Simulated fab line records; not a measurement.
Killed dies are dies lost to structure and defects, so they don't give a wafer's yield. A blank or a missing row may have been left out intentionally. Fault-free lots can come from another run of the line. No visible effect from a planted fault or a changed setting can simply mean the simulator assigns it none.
Which tool was responsible?	flow rit-cmos	33 wafers from 11 lots sampled at 2 of the route's 202 steps

WHAT THE GAUGES SHOWED, per wafer
RIT_GATE_THK_MEAS_09.
lot	measured	on	GATE_POLY_THK (nm)
L164	day 2 19:02	film-metro-02	248.3 250.4 251.1
L165	day 3 00:08	film-metro-04	249.8 250.3 248.9
L166	day 3 08:03	film-metro-04	247.3 247.5 247.6
L167	day 3 11:17	film-metro-04	251.2 252.6 249.3
L168	day 3 19:38	film-metro-04	248.9 246.9 249.0
L169	day 4 02:17	film-metro-02	250.5 249.8 250.1
L174	day 5 00:20	film-metro-04	305.6 304.4 307.6
L175	day 5 02:59	film-metro-04	307.4 306.4 307.3
L177	day 5 13:13	film-metro-03	248.1 249.0 247.8
L180	day 5 23:26	film-metro-03	247.5 246.7 249.2
L183	day 6 14:51	film-metro-04	246.7 247.5 247.6

EACH LOT AND THE TOOL THAT RAN IT (in order: tool; ch and the chambers of the sampled wafers; start)
lot	RIT_GATE_CVD_08
L164	lpcvd-02 ch 1, day 2 16:37
L165	lpcvd-01 ch 0, day 2 22:30
L166	lpcvd-01 ch 1, day 3 06:26
L167	lpcvd-01 ch 1, day 3 09:38
L168	lpcvd-01 ch 1, day 3 18:00
L169	lpcvd-02 ch 0, day 4 00:39
L174	lpcvd-01 ch 1, day 4 22:42
L175	lpcvd-01 ch 0, day 5 01:22
L177	lpcvd-02 ch 1, day 5 11:35
L180	lpcvd-02 ch 0, day 5 21:47
L183	lpcvd-02 ch 0, day 6 11:13
- RIT_GATE_CVD_08: deposits poly-Si from SiH4, target thk 250 nm, time 2220 s.

WHAT THE TOOLS THEMSELVES READ (means of the sampled wafers that have a number; where no wafer has one, the mark that the record gives instead)
RIT_GATE_CVD_08.
lot	tool	pressure-mtorr (mTorr)
L164	lpcvd-02	300.9
L165	lpcvd-01	300.1
L166	lpcvd-01	300.1
L167	lpcvd-01	300.0
L168	lpcvd-01	300.2
L169	lpcvd-02	299.8
L174	lpcvd-01	451.2
L175	lpcvd-01	450.0
L177	lpcvd-02	299.6
L180	lpcvd-02	300.0
L183	lpcvd-02	300.2

THE ANSWER, worked out from the rows above alone
Rule: usual is defined by the lots themselves. Put in order of their means at a reading, lots are off if they are a third of the lots or fewer, leave a main group of 4 or more, and stand apart from it by a gap of 3 or more times the standard deviation of the main group's means; of several such gaps the widest counts. The tables above print the reading to a certain number of digits; a main group whose means all agree to those digits is not used. Also off: a lot with no number at a reading for which 4 or more lots have one. The other lots that the step has rows for count as sound. First the gauges in route order, then the tools' own readings, where a lot's mean is used as printed above. At the first step where some lot is off, the reading lying furthest off is the one used; lots without a number count as furthest.
Off: L174, L175, seen at RIT_GATE_THK_MEAS_09 (GATE_POLY_THK). The main group has a mean of 248.9 nm with a standard deviation of 1.3.
A tool fits if, at a process step before that reading, it ran every lot that is off, and no sound lot after the first of them. The gauges at RIT_GATE_THK_MEAS_09 aren't tried: what is off there is off at RIT_GATE_CVD_08 too, on other tools, and a gauge's error can't cause that. One fits: RIT_GATE_CVD_08 on lpcvd-01. Its last sound lot is L168 (day 3 18:00), its first lot that is off L174 (day 4 22:42): a fault that began between those two fits.
The tool's own readings at RIT_GATE_CVD_08 bear it out: on the lots that are off they differ by more than 5 times the standard deviation of the sound lots' means. pressure-mtorr reads 450.6 mTorr there against 300.1 mTorr on the sound lots.

WHAT THE SIMULATOR PUT IN
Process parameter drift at RIT_GATE_CVD_08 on lpcvd-01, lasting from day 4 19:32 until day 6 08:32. A move of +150 in setting pressure-mtorr, from 300. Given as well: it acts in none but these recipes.
Struck lots among those shown: L174, L175. The rule given above showed the same thing.
